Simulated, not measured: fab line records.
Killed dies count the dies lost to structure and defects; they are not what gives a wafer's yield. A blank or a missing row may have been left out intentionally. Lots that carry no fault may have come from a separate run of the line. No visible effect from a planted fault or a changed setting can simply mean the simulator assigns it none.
Comparing a struck lot with a sound one :: flow rit_cmos :: 43 steps out of a route of 202
Sound: these wafers, L334.4, L334.5, L334.6. Struck: wafers L336.1, L336.2, L336.3. The cause is named last.
At each step with rows: each side's tool, then ch and its chambers, then its first start. Under that, the readings that differ: sound wafers :: struck wafers :: difference of the means :: sigmas: that difference in standard deviations of wafers without a fault.
alike: readings with means less than 2 such deviations apart, plus words and numbers identical on both sides. not compared: withheld readings, readings lacking a value on some wafer, bounds such as >300 that could conceal the same value, and numbers that have no deviation in the record and whose values overlap.
A row with sigmas, a row that says differs or no value, or rows on one side alone: a step with any of these is where the two part. Numbers that don't overlap but have no deviation are shown without sigmas and don't part them. Lack of a reading on every wafer of one side parts them only where that side has two or more wafers.

first, 4 steps without rows for these wafers: RIT_SDANNEAL_CLEAN_00 (cleans in SC1, time 600 s); RIT_SDANNEAL_CLEAN_01 (cleans in dHF, time 30 s); RIT_SDANNEAL_CLEAN_02 (cleans in SC2, time 600 s); RIT_SDANNEAL_RTA_03 (time 5 s).
RIT_SDANNEAL_RS_MEAS_04: uses a four-point probe to measure.
  sound on film_metro-04, day 3 22:47; struck on film_metro-01, day 4 07:59
  alike: PSD_RS
RIT_SDANNEAL_RS_MEAS_05: uses a four-point probe to measure.
  sound on film_metro-04, day 3 22:54; struck on film_metro-01, day 4 08:06
  alike: NSD_RS
RIT_SDANNEAL_RS_MEAS_06: uses a four-point probe to measure.
  sound on film_metro-04, day 3 23:01; struck on film_metro-01, day 4 08:13
  alike: PLDD_RS
RIT_SDANNEAL_RS_MEAS_07: uses a four-point probe to measure.
  sound on film_metro-04, day 3 23:08; struck on film_metro-01, day 4 08:20
  alike: NLDD_RS
then, 2 steps without rows for these wafers: RIT_SILICIDE_WET_ETCH_00 (etches SiO2 in BOE, target depth 14 nm, time 15 s); RIT_SILICIDE_SPUTTER_01 (material Ti, target thk 30 nm, time 240 s).
RIT_SILICIDE_RS_MEAS_02: uses a four-point probe to measure.
  sound on film_metro-02, day 3 23:25; struck on film_metro-03, day 4 08:38
  alike: SILICIDE_TI_RS
RIT_SILICIDE_THK_MEAS_03: measures by xrf.
  sound on film_metro-02, day 3 23:31; struck on film_metro-03, day 4 08:45
  alike: SILICIDE_TI_THK
RIT_SILICIDE_RTA_04: time 10 s, ramp up 5 s, ramp down 5 s.
  sound on rtp_anneal-01 ch 0, day 3 23:35; struck on rtp_anneal-01 ch 0, day 4 08:49
  alike: wafer_temp_C_max
then, 1 step without rows for these wafers: RIT_SILICIDE_WET_ETCH_05 (etches Ti in SPM, time 120 s).
RIT_SILICIDE_RTA_06: time 10 s, ramp up 5 s, ramp down 10 s.
  sound on rtp_anneal-02 ch 0, day 3 23:41; struck on rtp_anneal-02 ch 0, day 4 08:55
  alike: wafer_temp_C_max
RIT_CONTACT_CVD_00: deposits SiO2 from TEOS, target thk 400 nm, time 61 s.
  sound on pecvd-02 ch 0,1,2, day 3 23:44; struck on pecvd-04 ch 0,2, day 4 08:59
  alike: heater_power_w
RIT_CONTACT_THK_MEAS_01:
  sound on film_metro-02, day 3 23:48; struck on film_metro-01, day 4 09:04
  alike: CONTACT_TEOS_THK
then, 6 steps without rows for these wafers: RIT_CONTACT_HMDS_02 (prime time 60 s); RIT_CONTACT_COAT_03 (resist thk 1000 nm); RIT_CONTACT_SOFTBAKE_04 (time 60 s); RIT_CONTACT_EXPOSE_05 (exposes mask M11, target cd 1000 nm); RIT_CONTACT_PEB_06; RIT_CONTACT_DEVELOP_07 (develop time 120 s).
RIT_CONTACT_CD_MEAS_08: the cd target is 1000 nm.
  sound on cd_sem-02, day 4 01:01; struck on cd_sem-02, day 4 10:05
  alike: cd_nm
RIT_CONTACT_OVL_MEAS_09:
  sound on overlay-01, day 4 01:06; struck on overlay-02, day 4 10:12
  alike: CONTACT_OVL
then, 1 step without rows for these wafers: RIT_CONTACT_HARDBAKE_10 (time 60 s).
RIT_CONTACT_ETCH_11: etches SiO2 in CHF3/CF4/Ar, stops on TiSi2, target depth 480 nm, time 320 s.
  sound on rie_diel-04 ch 0,2,3, day 4 01:22; struck on rie_diel-01 ch 0,1,3, day 4 10:23
reading: rf_hours_counter_h (h)
sound: - - -
struck: 93 151 80
difference: no value on the sound wafers
sigmas: 
  alike: CHF3_flow_sccm, O2_flow_sccm, chamber_pressure_mTorr, drypump_motor_current_A, oes_product_au, throttle_valve_pct
RIT_CONTACT_STRIP_12: strips in O2, time 180 s.
  sound on plasma_asher-01 ch 0,1, day 4 01:31; struck on plasma_asher-03 ch 0,1, day 4 10:35
  alike: chamber_pressure_mTorr, drypump_motor_current_A
  not compared: rf_hours_counter_h
RIT_CONTACT_CD_MEAS_90: the cd target is 1000 nm.
  sound on cd_sem-02, day 4 01:42; struck on cd_sem-01, day 4 10:46
  alike: cd_nm
then, 2 steps without rows for these wafers: RIT_CONTACT_CLEAN_13 (cleans in SC1, time 600 s); RIT_CONTACT_CLEAN_14 (cleans in SC2, time 600 s).
RIT_M1_SPUTTER_00: material Al, target thk 400 nm, time 500 s.
  sound on pvd_sputter-04, day 4 02:07; struck on pvd_sputter-04, day 4 11:14
  alike: throttle_valve_pct
RIT_M1_RS_MEAS_01: uses a four-point probe to measure.
  sound on film_metro-04, day 4 02:29; struck on film_metro-01, day 4 11:31
  alike: M1_AL_RS
RIT_M1_THK_MEAS_02: measures by xrf.
  sound on film_metro-04, day 4 02:34; struck on film_metro-01, day 4 11:38
  alike: M1_AL_THK
then, 6 steps without rows for these wafers: RIT_M1_HMDS_03 (prime time 60 s); RIT_M1_COAT_04 (resist thk 1300 nm); RIT_M1_SOFTBAKE_05 (time 60 s); RIT_M1_EXPOSE_06 (exposes mask M12, target cd 2600 nm); RIT_M1_PEB_07; RIT_M1_DEVELOP_08 (develop time 68 s).
RIT_M1_CD_MEAS_09: the cd target is 2600 nm.
  sound on cd_sem-02, day 4 03:32; struck on cd_sem-01, day 4 12:35
  alike: cd_nm
RIT_M1_OVL_MEAS_10:
  sound on overlay-01, day 4 03:37; struck on overlay-02, day 4 12:42
reading: M1_OVL (nm)
sound: 1.3 0.9 0.3
struck: -2.2 -1.0 -2.3
difference: -2.7
sigmas: -2
RIT_M1_PROBE_99:
  sound on prober-02, day 4 06:18; struck on prober-02, day 4 20:19
reading: model.etest.npoly_line.line_ohm_um
sound: 162.6 165 164.8
struck: 158 158.5 157.1
difference: -6
sigmas: 

reading: model.etest.ppoly_line.line_ohm_um
sound: 157 156.9 156.4
struck: 150.7 154.3 153
difference: -4.1
sigmas: 

reading: model.etest.contact_pplus.end_ohm_um
sound: 42.32 42.02 42.58
struck: 48.49 49.51 48.34
difference: +6.47
sigmas: 

reading: model.etest.contact_nplus.end_ohm_um
sound: 40.13 40.26 40.64
struck: 44.53 45.8 45.68
difference: +4.99
sigmas: 

reading: model.etest.npoly_line.rs_ohm_sq
sound: 17.23 17.17 17.05
struck: 15.83 15.75 15.72
difference: -1.38
sigmas: 

reading: model.etest.ppoly_line.rs_ohm_sq
sound: 16.61 16.49 16.58
struck: 15.49 15.37 15.51
difference: -1.10
sigmas: 

reading: model.etest.npoly_sal.rs_ohm_sq
sound: 4.415 4.427 4.403
struck: 3.994 3.938 3.921
difference: -0.464
sigmas: 

reading: model.etest.ppoly_sal.rs_ohm_sq
sound: 4.41 4.386 4.344
struck: 3.96 3.879 3.903
difference: -0.47
sigmas: 
  alike: killed_at_contacts, killed_at_front_end, killed_dies, killed_open, killed_short

## WHERE THEY PART
At RIT_CONTACT_ETCH_11 first; at RIT_M1_OVL_MEAS_10 last (within this record only). Later steps at which nothing parts them and some readings are alike: RIT_M1_PROBE_99.

WHY: what the simulator had put in
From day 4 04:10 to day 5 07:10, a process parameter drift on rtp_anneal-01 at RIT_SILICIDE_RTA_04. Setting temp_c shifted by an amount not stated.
